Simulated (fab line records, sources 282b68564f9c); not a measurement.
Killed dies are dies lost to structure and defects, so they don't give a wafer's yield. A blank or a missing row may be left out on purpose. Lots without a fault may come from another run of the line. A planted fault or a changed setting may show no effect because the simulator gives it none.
fab line records | flow rit_cmos
record lots=6 wafers=18 last_day=7
route steps=202 shown PRETRO@69 GATE@75 FOX2@80 M1@202
lots that met no fault: from a run of the same line without faults
start_h: hours from the record's first day to the start of the lot's first wafer shown | wait_h: hours since the lot's step before | " the same as in the row above | L1.1+2: a row that stands for several wafers | - no value, or no start given | * or withheld: withheld | < > ~ a bound
route shown NAME@n: a module of which the file shows steps, and the number in the route of the first | usual: mean/standard deviation of fault-free wafers | same: alike in all rows | chamber/n: place in a boat | sites: the reading at each site | _std_site: their standard deviation | _edge_site: outer sites' mean less inner sites' | radius_mm: how far each site lies from the wafer's centre | mask NAME#n: copy n | behind: the tool/chamber that last shaped the wafer | hold: why the lot was held/for how many hours/how that ended | device: the transistor (n, p or np) that didn't switch | end of line: the same wafers' tests at the end of the route | a step without rows: its recipe alone | killed: dies lost to structure and defects at the first sort, not the wafer's yield | map: a wafer's dies, x killed, . not, _ none there
set.NAME: the setting as run; set.NAME@STEP: as run at that earlier step | model.NAME: the simulator's own value behind a step, which no gauge read
lots at some steps of the route; a table a step, a row a wafer
services: from which hour (start_h, from the record's first day; less than 0 if before it) a tool's chamber was out of use, for how many hours, and why
## steps
# step RIT_PRETRO_DEVELOP_05
# recipe resist=NOVOLAK develop_time_s=68 dev_temp_c=23
# step RIT_PRETRO_OVL_MEAS_06
# usual PRETRO_OVL=0.7/1.5
# columns lot.wafer tool chamber start_h wait_h PRETRO_OVL[nm]
L309.1 overlay-02 - 31.12 - -0.4
L309.2 " - " " -1.5
L309.4 " - " " -1.7
L311.1 overlay-02 - 46.45 - 0.4
L311.4 " - " " 0.7
L311.5 " - " " -1.2
L323.1 overlay-01 - 101.92 - 0.4
L323.3 " - " " 1.9
L323.4 " - " " 1.1
L324.1 overlay-02 - 107.27 - 1.6
L324.4 " - " " 2.9
L324.6 " - " " 3.0
L329.1 overlay-02 - 130.59 - 1.0
L329.3 " - " " 2.1
L329.4 " - " " 2.3
L331.2 overlay-01 - 140.59 - 2.5
L331.3 " - " " 4.7
L331.5 " - " " 1.8
# step RIT_PRETRO_HARDBAKE_07
# recipe resist=NOVOLAK temp_c=140 time_s=120
# step RIT_PRETRO_IMPLANT_08
# recipe species=B energy_kev=45 dose_cm2=1.2e+13 tilt_deg=7
# step RIT_PRETRO_STRIP_09
# recipe chemistry=O2 time_s=180 resist=NOVOLAK platen_temp_c=withheld power_w=500 pressure_mtorr=4000 o2_flow_sccm=4000
# usual drypump_motor_current_A=5.8/0.57
# columns lot.wafer tool chamber start_h wait_h drypump_motor_current_A rf_hours_counter_h
L309.1 plasma_asher-04 1 31.56 0.1 5.3 24
L309.2 " 0 " " 5.7 24
L309.4 " 1 " " 5.3 -
L311.1 plasma_asher-03 1 46.89 0.1 6.2 37
L311.4 " 0 " " 4.9 -
L311.5 " 0 " " 4.9 -
L323.1 plasma_asher-03 1 102.36 0.1 6.2 44
L323.3 " 0 " " 4.9 -
L323.4 " 1 " " 6.2 -
L324.1 plasma_asher-01 0 107.90 0.1 6.6 47
L324.4 " 0 " " 6.6 -
L324.6 " 0 " " 6.6 -
L329.1 plasma_asher-01 0 131.02 0.1 6.6 1
L329.3 " 1 " " 5.9 -
L329.4 " 0 " " 6.6 -
L331.2 plasma_asher-01 0 141.02 0.1 6.7 3
L331.3 " 0 " " 6.6 -
L331.5 " 1 " " 5.9 -
# step RIT_PRETRO_TW_MEAS_10
# usual PRETRO_TW=475/4.9
# columns lot.wafer tool chamber start_h wait_h PRETRO_TW
L309.1 film_metro-03 - 31.73 0.1 479
L309.2 " - " " 478
L309.4 " - " " 478
L311.1 film_metro-04 - 47.06 0.1 473
L311.4 " - " " 475
L311.5 " - " " 477
L323.1 film_metro-02 - 102.53 0.1 466
L323.3 " - " " 473
L323.4 " - " " 466
L324.1 film_metro-02 - 108.07 0.1 471
L324.4 " - " " 473
L324.6 " - " " 469
L329.1 film_metro-04 - 131.20 0.1 474
L329.3 " - " " 477
L329.4 " - " " 474
L331.2 film_metro-03 - 141.20 0.1 479
L331.3 " - " " 479
L331.5 " - " " 478
# step RIT_GATE_WET_ETCH_00
# recipe chemistry=BOE target=SiO2 target_depth_nm=56 time_s=60 dry=n2_spin dilution=10:1 temp_c=21.5
# step RIT_GATE_CLEAN_01
# recipe chemistry=SC1 mix=3:3:50 time_s=600 temp_c=75
# step RIT_GATE_CLEAN_02
# recipe chemistry=dHF dilution=50:1 time_s=31.25
# step RIT_GATE_CLEAN_03
# recipe chemistry=SC2 mix=3:3:50 time_s=600 temp_c=75 dry=n2_spin
# step RIT_GATE_CLEAN_04
# recipe chemistry=dHF dilution=50:1 time_s=60 dry=n2_spin
# step RIT_FOX2_THK_MEAS_91
# recipe reads=SiO2_of_FOX2_OXIDATION_00
# usual FIELD_OXIDE_LEFT_2_THK=257/8.1
# columns lot.wafer tool chamber start_h wait_h FIELD_OXIDE_LEFT_2_THK[nm]
L309.1 film_metro-01 - 32.21 0.0 262
L309.2 " - " " 262
L309.4 " - " " 258
L311.1 film_metro-03 - 47.54 0.0 259
L311.4 " - " " 259
L311.5 " - " " 254
L323.1 film_metro-02 - 103.04 0.0 249
L323.3 " - " " 246
L323.4 " - " " 246
L324.1 film_metro-02 - 108.55 0.0 254
L324.4 " - " " 251
L324.6 " - " " 256
L329.1 film_metro-02 - 131.69 0.0 255
L329.3 " - " " 256
L329.4 " - " " 254
L331.2 film_metro-02 - 141.70 0.0 267
L331.3 " - " " 261
L331.5 " - " " 266
# step RIT_GATE_OXIDATION_05
# recipe temp_c=900 ambient=O2 target_thk_a=30 ox_time_s=270
# usual spike_tc_centre_C=902.2/1.1 spike_tc_load_C=925/4.1 spike_tc_source_C=924.2/3 tube_center_temp_C=900/0.08 tube_center_temp_C_max=902.3/0.37
# same ox_time_s=270
# columns lot.wafer tool chamber start_h wait_h spike_tc_centre_C spike_tc_load_C spike_tc_source_C tube_center_temp_C tube_center_temp_C_max model.SiO2_of_GATE_OXIDATION_05.thk_nm
L309.1 furnace-03 0 35.78 3.6 902.0 920 926.4 899.98 902.2 2.859
L309.2 " 0 " " 904.3 919 927.1 899.94 902.2 2.853
L309.4 " 0 " " 904.6 920 927.3 900.08 902.2 2.806
L311.1 furnace-03 0 48.16 0.6 901.8 919 927.3 900.09 902.3 2.94
L311.4 " 0 " " 902.9 920 928.6 899.95 902.1 2.89
L311.5 " 0 " " 900.8 919 926.3 899.96 902.3 2.925
L323.1 furnace-01 0 103.51 0.5 918.5 939 940.0 914.9 917.2 3.649
L323.3 " 0 " " 917.7 939 937.4 914.95 917.1 3.581
L323.4 " 0 " " 917.0 941 936.7 914.94 917.2 3.582
L324.1 furnace-01 0 108.61 0.1 916.2 940 938.9 915 917.1 3.662
L324.4 " 0 " " 917.9 941 935.8 915.02 917.3 3.669
L324.6 " 0 " " 916.3 940 940.2 914.93 917.2 3.65
L329.1 furnace-03 0 131.75 0.1 902.8 920 926.9 900.11 902.6 3.045
L329.3 " 0 " " 904.9 920 928.0 900 902.0 3.032
L329.4 " 0 " " 902.7 921 928.0 899.98 902.2 3.02
L331.2 furnace-03 0 142.99 1.3 904.2 920 927.5 900.02 902.0 2.953
L331.3 " 0 " " 902.5 920 928.1 900.13 903.0 2.935
L331.5 " 0 " " 902.1 921 928.6 899.88 902.7 2.951
# step RIT_GATE_ANNEAL_06
# recipe temp_c=900 time_s=600 ambient=N2O
# step RIT_GATE_THK_MEAS_07
# recipe reads=SiO2_of_GATE_OXIDATION_05
# usual GATE_OXIDE_THK=3.01/0.09
# columns lot.wafer tool chamber start_h wait_h GATE_OXIDE_THK[nm]
L309.1 film_metro-01 - 37.83 0.0 2.90
L309.2 " - " " 2.80
L309.4 " - " " 2.81
L311.1 film_metro-01 - 49.48 0.0 2.93
L311.4 " - " " 2.91
L311.5 " - " " 2.88
L323.1 film_metro-01 - 104.84 0.0 3.59
L323.3 " - " " 3.59
L323.4 " - " " 3.58
L324.1 film_metro-01 - 109.94 0.0 3.64
L324.4 " - " " 3.69
L324.6 " - " " 3.62
L329.1 film_metro-02 - 134.08 0.0 3.07
L329.3 " - " " 3.04
L329.4 " - " " 2.97
L331.2 film_metro-02 - 145.64 0.0 2.95
L331.3 " - " " 2.94
L331.5 " - " " 3.02
# step RIT_GATE_CVD_08
# recipe material=poly-Si target_thk_nm=250 temp_c=610 precursor=SiH4 time_s=2220 pressure_mtorr=300 sih4_flow_sccm=100
# step RIT_M1_PROBE_99
# usual killed_at_contacts=0.2/0.38 killed_at_front_end=6.7/3 killed_dies=6.9/3 killed_open=3.5/1.9 killed_short=3.3/2
# same gross_dies=264 killed_at_M0_to_M3=0 killed_at_M4_up=0 killed_at_back_side=0 killed_at_other=0
# columns lot.wafer tool chamber start_h wait_h killed_at_contacts killed_at_front_end killed_dies killed_open killed_short model.etest.pmos_0p3.r_on_ohm_um model.etest.pmos_turned.r_on_ohm_um model.etest.pmos_0p15.r_on_ohm_um model.etest.nmos_0p3.r_on_ohm_um model.etest.nmos_0p15.r_on_ohm_um model.etest.nmos_0p15.drive_ua_um model.etest.nmos_narrow.drive_ua_um model.etest.nmos_0p3.drive_ua_um
L309.1 prober-02 - 64.08 0.1 0 5 5 2 3 5870 3153 2599 2088 1110 493.2 242.4 244
L309.2 prober-02 - 64.13 0.1 0 2 2 1 1 5823 3094 2543 2074 1103 501.6 241.7 245.8
L309.4 prober-02 - 64.23 0.2 0 7 7 4 3 5916 3120 2578 2038 1068 493.8 244.6 244.7
L311.1 prober-01 - 73.67 0.1 0 12 12 5 7 6168 3470 2775 2207 1179 462.4 222.8 224
L311.4 prober-01 - 73.82 0.2 1 10 11 6 5 6154 3470 2769 2182 1160 465.5 223.1 227.4
L311.5 prober-01 - 73.87 0.2 0 4 4 2 2 6160 3509 2768 2184 1170 461.7 219.4 224.7
L323.1 prober-01 - 128.37 0.1 0 4 4 1 3 7451 3910 3133 2406 1156 405.6 182.3 179.9
L323.3 prober-01 - 128.47 0.2 0 8 8 3 5 7483 3955 3161 2388 1206 408.2 185 184.2
L323.4 prober-01 - 128.52 0.2 0 3 3 2 1 7511 4038 3252 2444 1282 406.7 188.7 187
L324.1 prober-02 - 133.45 0.1 0 7 7 2 5 7278 3774 3021 2450 1214 390.3 175 173.7
L324.4 prober-02 - 133.60 0.2 0 6 6 3 3 7292 3782 3010 2479 1214 393.6 176 172.3
L324.6 prober-02 - 133.70 0.2 0 3 3 2 1 7462 3788 3061 2495 1221 389.1 173 172.2
L329.1 prober-01 - 158.67 0.1 0 7 7 4 3 6569 3828 3051 2261 1261 448.1 225.1 226.1
L329.3 prober-01 - 158.77 0.2 0 6 6 1 5 6615 3779 3040 2215 1200 446.9 220.6 223.8
L329.4 prober-01 - 158.82 0.2 0 9 9 6 2 6402 3628 2932 2166 1168 455.3 224.7 229
L331.2 prober-01 - 168.80 0.1 2 3 5 1 2 6451 3770 2965 2190 1211 467.5 234 233.3
L331.3 prober-01 - 168.85 0.2 0 7 7 5 2 6332 3644 2880 2141 1126 465.6 235.2 231.6
L331.5 prober-01 - 168.95 0.2 0 7 7 2 5 6467 3786 2950 2128 1161 467 235.4 232
# killed by level:class
L309.1 REOX:geometric_particle:short=2 FOX2:geometric_particle:open=1 REOX:geometric_particle:open=1 SPACER:geometric_particle:short=1
L309.2 GATE:geometric_particle:open=1 GATE:geometric_particle:short=1
L309.4 GATE:geometric_particle:short=2 FOX1:geometric_particle:open=1 FOX1:geometric_particle:short=1 GATE:geometric_particle:open=1 SPACER:geometric_particle:open=1 SILICIDE:geometric_particle:open=1
L311.1 GATE:geometric_particle:short=4 GATE:geometric_particle:open=3 SPACER:geometric_particle:short=2 FOX1:geometric_particle:open=1 REOX:geometric_particle:short=1 SPACER:geometric_particle:open=1
L311.4 FOX2:geometric_particle:open=2 REOX:geometric_particle:open=2 FOX1:geometric_particle:short=1 GATE:geometric_particle:open=1 GATE:geometric_particle:short=1 SPACER:geometric_particle:short=1 SPACER:geometric_particle:open=1 SILICIDE:geometric_particle:short=1
L311.5 SILICIDE:geometric_particle:open=2 GATE:geometric_particle:short=1 SILICIDE:geometric_particle:short=1
L323.1 GATE:geometric_particle:short=2 FOX1:geometric_particle:open=1 SPACER:geometric_particle:short=1
L323.3 GATE:geometric_particle:short=2 REOX:geometric_particle:open=2 SPACER:geometric_particle:short=2 FOX2:geometric_particle:short=1 GATE:geometric_particle:open=1
L323.4 FOX1:geometric_particle:short=1 GATE:geometric_particle:open=1 REOX:geometric_particle:open=1
L324.1 SILICIDE:geometric_particle:short=3 FOX1:geometric_particle:short=2 GATE:geometric_particle:open=1 REOX:geometric_particle:open=1
L324.4 REOX:geometric_particle:open=2 GATE:geometric_particle:open=1 GATE:geometric_particle:short=1 REOX:geometric_particle:short=1 SPACER:geometric_particle:short=1
L324.6 FOX2:geometric_particle:open=1 FOX2:geometric_particle:short=1 REOX:geometric_particle:open=1
L329.1 REOX:geometric_particle:short=2 ACTIVE:geometric_particle:short=1 FOX1:geometric_particle:open=1 FOX2:geometric_particle:open=1 GATE:geometric_particle:open=1 REOX:geometric_particle:open=1
L329.3 GATE:geometric_particle:short=2 REOX:geometric_particle:short=2 FOX1:geometric_particle:open=1 SPACER:geometric_particle:short=1
L329.4 SPACER:geometric_particle:open=2 FOX1:geometric_particle:open=1 GATE:geometric_particle:open=1 GATE:geometric_particle:short=1 REOX:geometric_particle:short=1 REOX:geometric_particle:open=1 SILICIDE:geometric_particle:open=1 GATE:area_develop=1
L331.2 CONTACT:coat_microbubble_printed=2 FOX1:geometric_particle:short=1 GATE:geometric_particle:open=1 REOX:geometric_particle:short=1
L331.3 GATE:geometric_particle:open=2 FOX2:geometric_particle:open=1 FOX2:geometric_particle:short=1 REOX:geometric_particle:open=1 SPACER:geometric_particle:short=1 SILICIDE:geometric_particle:open=1
L331.5 GATE:geometric_particle:short=2 FOX2:geometric_particle:short=1 SPACER:geometric_particle:open=1 SPACER:geometric_particle:short=1 SILICIDE:geometric_particle:short=1 SILICIDE:geometric_particle:open=1
## services
# columns tool chamber start_h hours kind
plasma_asher-04 - 56.96 2.5 repair
furnace-01 - 60.62 2.9 pm
furnace-03 - 63.56 3.9 pm
plasma_asher-01 - 108.75 9.0 pm
plasma_asher-01 0 108.75 9.0 vent_cycle
plasma_asher-01 1 108.75 9.0 vent_cycle
plasma_asher-01 0 117.75 - clean
plasma_asher-01 1 117.75 - clean
furnace-01 - 133.37 13.4 pm
## key
first_sign step=RIT_GATE_OXIDATION_05 reading=tube_center_temp_C direction=up sigmas=99+ usual=* struck=*
effect step=RIT_GATE_OXIDATION_05 reading=tube_center_temp_C_max direction=up sigmas=41 usual=* struck=*
effect step=RIT_GATE_THK_MEAS_07 reading=GATE_OXIDE_THK direction=up sigmas=6.8 usual=3.01 struck=3.62
model_effect step=RIT_GATE_OXIDATION_05 value=SiO2_of_GATE_OXIDATION_05.thk_nm without=3.039 struck=3.632
model_effect step=RIT_M1_PROBE_99 value=etest.pmos_0p3.r_on_ohm_um without=6346 struck=7413
met_at RIT_GATE_OXIDATION_05
struck_wafers L323.1,L323.3,L323.4,L324.1,L324.4,L324.6
tester_left_out L323,L324
fault kind=process_parameter_drift tool=furnace-01 chamber=- onset_h=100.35 steps=RIT_GATE_OXIDATION_05 channel=temp_c offset=* shape=step end_h=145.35 acts_in=* stated=*
# tester_left_out: of these lots the tester's yield and bins aren't shown, on N5 and GAA mostly nor the transistor test; their killed dies are dies lost to structure and defects alone, not to doping, threshold or leakage, so they don't give the yield
